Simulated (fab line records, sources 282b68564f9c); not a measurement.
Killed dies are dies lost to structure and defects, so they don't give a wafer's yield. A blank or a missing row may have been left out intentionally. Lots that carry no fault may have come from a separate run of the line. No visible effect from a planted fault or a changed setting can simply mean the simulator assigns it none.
A struck lot beside a sound one ; flow rit cmos ; 18 out of 202 route steps
Sound: the wafers L832.1, L832.3, L832.6. Wafers struck: L851.2, L851.3, L851.5. The cause comes at the end.
At each step with rows: each side's tool, then ch and its chambers, then its first start. Under that, the readings that differ: sound wafers ; struck wafers ; difference of the means ; sigmas: that difference in standard deviations of wafers without a fault.
alike: a reading whose means differ by less than 2 such deviations, as well as words and numbers matching on both sides. not compared: withheld readings; readings where some wafer has no value; bounds like >300 that might hide an equal value; numbers whose values overlap and for which the record gives no deviation.
The two part at a step that has a row with sigmas, a row that says differs or no value, or rows on one side only. Numbers that don't overlap but have no deviation are shown without sigmas and don't part them. Lack of a reading on every wafer of one side parts them only where that side has two or more wafers.

first, 4 steps without rows for these wafers: RIT_PSD_SOFTBAKE_02 (time 60 s); RIT_PSD_EXPOSE_03 (exposes mask M10, target cd 40900 nm); RIT_PSD_PEB_04; RIT_PSD_DEVELOP_05 (develop time 50 s).
RIT_PSD_OVL_MEAS_06:
  struck on overlay-02, day 7 04:02; sound on overlay-02, day 3 05:42
  alike: PSD_OVL
then, 2 steps without rows for these wafers: RIT_PSD_HARDBAKE_07 (time 60 s); RIT_PSD_IMPLANT_08.
RIT_PSD_STRIP_09: strips in O2, time 180 s.
  sound on plasma asher-02 ch 0,1, day 3 06:02; struck on plasma asher-04 ch 0,1, day 7 04:22
  alike: drypump motor current A, rf refl power W
  not compared: rf hours counter h
RIT_PSD_TW_MEAS_10:
  struck on film metro-02, day 7 04:32; sound on film metro-03, day 3 06:13
reading;sound;struck;difference;sigmas
PSD_TW;3422 3408 3413;3459 3468 3453;+46;+3
then, 3 steps without rows for these wafers: RIT_SDANNEAL_CLEAN_00 (cleans in SC1, time 600 s); RIT_SDANNEAL_CLEAN_01 (cleans in dHF, time 30 s); RIT_SDANNEAL_CLEAN_02 (cleans in SC2, time 600 s).
RIT_SDANNEAL_RTA_03: time 5 s.
  sound on rtp anneal-02 ch 0, day 3 06:38; struck on rtp anneal-01 ch 0, day 7 04:58
reading;sound;struck;difference;sigmas
wafer_temp_C_max;1052.6 1054.8 1055.0;1044.8 1046.4 1044.6;-8.9;-8
RIT_SDANNEAL_RS_MEAS_04: measures by four-point-probe.
  struck on film metro-03, day 7 05:02; sound on film metro-01, day 3 06:42
reading;sound;struck;difference;sigmas
PSD_RS (ohm/sq);115.68 115.89 115.85;121.31 121.03 121.81;+5.58;+21
RIT_SDANNEAL_RS_MEAS_05: measures by four-point-probe.
  struck on film metro-03, day 7 05:10; sound on film metro-01, day 3 06:49
  alike: NSD_RS
RIT_SDANNEAL_RS_MEAS_06: measures by four-point-probe.
  struck on film metro-03, day 7 05:17; sound on film metro-01, day 3 06:56
reading;sound;struck;difference;sigmas
PLDD_RS (ohm/sq);178.7 179.0 178.6;183.1 183.1 182.9;+4.3;+8
RIT_SDANNEAL_RS_MEAS_07: measures by four-point-probe.
  struck on film metro-03, day 7 05:24; sound on film metro-01, day 3 07:04
  alike: NLDD_RS
RIT_M1_PROBE_99:
  struck on prober-02, day 7 12:29; sound on prober-01, day 3 14:11
reading;sound;struck;difference;sigmas
model.etest.contact pplus.end ohm um;45.59 44.73 44.67;46.34 45.99 46.22;+1.19;
model.etest.pmos_0p15.junction log10 a um;-13.79 -13.78 -13.81;-13.65 -13.61 -13.56;+0.19;
model.etest.vpnp.gain;1.012 0.9774 0.998;0.9769 0.9758 0.9772;-0.0192;
model.etest.diode pplus comb.cj ff um2;2.032 2.043 2.035;1.931 1.948 1.931;-0.100;
  alike: killed at contacts, killed at front end, killed dies, killed open, killed short
  not compared: model.etest.contact nplus.end ohm um

WHERE THEY PART
Last at RIT_SDANNEAL_RS_MEAS_06 as far as this record goes, first at RIT_PSD_TW_MEAS_10. Later steps at which nothing parts them and some readings are alike: RIT_SDANNEAL_RS_MEAS_07, RIT_M1_PROBE_99.

WHY: what the simulator had put in
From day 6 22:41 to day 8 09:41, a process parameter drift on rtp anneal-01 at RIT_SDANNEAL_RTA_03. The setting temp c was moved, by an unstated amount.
